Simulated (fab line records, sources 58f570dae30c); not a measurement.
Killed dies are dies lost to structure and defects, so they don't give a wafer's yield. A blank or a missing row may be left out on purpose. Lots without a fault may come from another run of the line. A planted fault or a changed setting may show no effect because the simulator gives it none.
One fault seen from 2 desks | flow berkeley_cmos170 | each desk has only its own numbers; what lay behind them comes last

THE METROLOGY DESK
What the gauges read, lot by lot, whatever tool the lot ran on: means of the sampled wafers that have a number. A lot is out of limits, marked OUT, if its mean lies more than 4 standard deviations from the usual mean; the brackets give that distance.
Columns: A = V1_OVL at UCB170_V1_OVL_MEAS_13, usual 0 nm; B = M2_AL_THK at UCB170_M2_THK_MEAS_03, usual 921 nm; C = cd_nm at UCB170_M3_CD_MEAS_15, usual 700.3 nm
lot  | first seen here | A  | B   | C
L336 | day 7 05:04     | 4  | 919 | 700.3
L339 | day 7 15:55     | -6 | 910 | 701.0
L338 | day 7 16:55     | -2 | 914 | 699.0
L337 | day 7 17:22     | -2 | 898 | 699.1
L340 | day 8 07:16     | 1  | 906 | 701.1
L341 | day 8 07:55     | 3  | 944 | 699.9
L342 | day 8 18:51     | -5 | 906 | 698.7
L345 | day 9 13:41     | 2  | 932 | 701.1
L347 | day 9 14:12     | 6  | 916 | 700.4
L349 | day 10 03:08    | 2  | 943 | 700.5
L352 | day 10 18:46    | -6 | 901 | 698.8
L350 | day 10 19:14    | -1 | 926 | 700.1
L353 | day 10 20:43    | 3  | 936 | 701.4
L355 | day 11 20:32    | 2  | 921 | 699.8
L358 | day 12 15:06    | 2  | 916 | 700.1
This desk's finding: nothing out of limits on any of the 15 lots.

THE TOOL OWNER'S DESK: plasma_asher-04
The tool's own readings at UCB170_M2_STRIP_19 (strips in O2): means of the sampled wafers that have a number, for each lot that ran on this tool. A lot is out of limits, marked OUT, if its mean lies more than 4 standard deviations from the usual mean; the brackets give that distance.
Columns: A = drypump_motor_current_A at UCB170_M2_STRIP_19, usual 5.8 A; B = oes_product_au at UCB170_M2_STRIP_19, usual 0.541 a.u.
lot  | first seen here | A   | B
L339 | day 7 19:19     | 5.8 | 0.540
L342 | day 8 22:17     | 5.8 | 0.549
L345 | day 9 17:01     | 5.9 | 0.552
L347 | day 9 17:56     | 5.9 | 0.561
L349 | day 10 06:55    | 5.9 | 0.558
This desk's finding: nothing out of limits on any of the 5 lots.

PUT TOGETHER
The metrology desk saw nothing out of limits.
The tool owner's desk saw nothing out of limits.

WHAT THE SIMULATOR HAD PUT IN
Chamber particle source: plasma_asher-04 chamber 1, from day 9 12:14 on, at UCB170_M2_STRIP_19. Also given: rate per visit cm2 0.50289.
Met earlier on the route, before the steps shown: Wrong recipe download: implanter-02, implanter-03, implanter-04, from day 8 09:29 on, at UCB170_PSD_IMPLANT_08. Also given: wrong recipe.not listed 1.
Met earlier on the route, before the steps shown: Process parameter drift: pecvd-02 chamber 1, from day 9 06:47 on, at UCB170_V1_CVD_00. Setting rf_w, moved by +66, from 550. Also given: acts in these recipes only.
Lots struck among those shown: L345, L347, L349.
